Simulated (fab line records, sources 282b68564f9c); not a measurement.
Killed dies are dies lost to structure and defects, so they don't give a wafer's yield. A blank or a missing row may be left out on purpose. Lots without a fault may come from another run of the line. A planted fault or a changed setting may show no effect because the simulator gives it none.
Split-lot experiment | flow rit_cmos | 5 lots, 23 wafers read, on a route of 202 steps

THE SPLIT
At RIT_CONTACT_CVD_00 (deposits SiO2 from TEOS, target thk 400 nm, time 61 s), the setting time_s was moved away from the recipe's 61 s on 10 of the 23 wafers read, by -5.3% to +7.2%. The other wafers ran this setting at the recipe's value.

The file shows no step between the split and the reading.

THE READING
CONTACT_TEOS_THK, in nm, at RIT_CONTACT_THK_MEAS_01. Fault-free wafers of this fab line usually give 401 nm, standard deviation 5.1 nm.

wafer  | tool, chamber at the split | time_s as run, s | against the recipe | CONTACT_TEOS_THK, nm | against lot-mates on the recipe
L074.2 | pecvd-04, 0                | 61               | recipe             | 394                  | -
L074.3 | pecvd-04, 2                | 65.41            | +7.2%              | 422                  | +22
L074.4 | pecvd-04, 1                | 61               | recipe             | 401                  | -
L074.5 | pecvd-04, 0                | 61               | recipe             | 404                  | -
L074.6 | pecvd-04, 2                | 65.41            | +7.2%              | 430                  | +30
L079.1 | pecvd-04, 1                | 61               | recipe             | 403                  | -
L079.2 | pecvd-04, 0                | 61               | recipe             | 401                  | -
L079.3 | pecvd-04, 2                | 57.76            | -5.3%              | 381                  | -24
L079.4 | pecvd-04, 2                | 61               | recipe             | 411                  | -
L079.6 | pecvd-04, 0                | 57.76            | -5.3%              | 388                  | -17
L081.1 | pecvd-01, 1                | 61               | recipe             | 397                  | -
L081.2 | pecvd-01, 2                | 58               | -4.9%              | 381                  | -18
L081.3 | pecvd-01, 0                | 61               | recipe             | 400                  | -
L081.4 | pecvd-01, 2                | 58               | -4.9%              | 383                  | -16
L081.5 | pecvd-01, 1                | 58               | -4.9%              | 384                  | -14
L082.2 | pecvd-04, 2                | 61               | recipe             | 397                  | -
L082.3 | pecvd-04, 1                | 61               | recipe             | 395                  | -
L082.4 | pecvd-04, 1                | 61               | recipe             | 400                  | -
L084.1 | pecvd-01, 1                | 61               | recipe             | 401                  | -
L084.2 | pecvd-01, 0                | 63.46            | +4.0%              | 417                  | +14
L084.4 | pecvd-01, 2                | 63.46            | +4.0%              | 424                  | +20
L084.5 | pecvd-01, 1                | 61               | recipe             | 406                  | -
L084.6 | pecvd-01, 0                | 63.46            | +4.0%              | 426                  | +22

THE FIT
A straight line over all 23 wafers: CONTACT_TEOS_THK changes by +3.77 nm for each +1% of time_s; r = +0.94; the points scatter about the line by 4.9 nm.
The same after taking each lot's own level away (the mean of its wafers on the recipe; 23 wafers): +3.75 nm for each +1%; r = +0.96; scatter 3.8 nm.
On that fit, the largest move of time_s shifts the reading by 27 nm.
The lots' own levels span 397.3 to 405.0 nm, that is 1.5 times the standard deviation above.
So the lot-to-lot level changes the slope little: the two slopes agree.
Check: with one of the wafers moved furthest among these (+7.2%) left out of the fit, the line predicts +29.4 nm for it against its lot-mates. It came out at +22.3 nm against them.

OTHER SPLITS ON THESE WAFERS
These wafers also went through other splits before the reading. Each is held against what the fit with the lots' levels taken away leaves over:
other split on the same wafers              | wafers away from the commonest value | r with CONTACT_TEOS_THK (lot level and that fit taken away)
RIT_SILICIDE_SPUTTER_01 chamber_pressure_pa | 18                                   | +0.02

THE WHOLE CHAIN: every reading that the file lists as answering this split, in the file's order
step                    | what it does                                                                | reading                                                                        | change (the file's fit)              | r (the file's)
RIT_CONTACT_CVD_00      | deposits SiO2 from TEOS, target thk 400 nm, time 61 s                       | SiO2_of_CONTACT_CVD_00.thk_nm (the simulator's own value, which no gauge read) | +3.75 nm for each +1% of the setting | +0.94
RIT_CONTACT_THK_MEAS_01 |                                                                             | CONTACT_TEOS_THK                                                               | +3.76 for each +1% of the setting    | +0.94
RIT_CONTACT_ETCH_11     | etches SiO2 in CHF3/CF4/Ar, stops on TiSi2, target depth 480 nm, time 320 s | CONTACT.feature_depth_nm (the simulator's own value, which no gauge read)      | +3.75 nm for each +1% of the setting | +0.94
RIT_CONTACT_ETCH_11     | etches SiO2 in CHF3/CF4/Ar, stops on TiSi2, target depth 480 nm, time 320 s | etch.depth_nm (the simulator's own value, which no gauge read)                 | +3.75 nm for each +1% of the setting | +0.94

THE FILE'S OWN FIT
CONTACT_TEOS_THK changes by +3.76 nm for each +1% of time_s, r = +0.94.
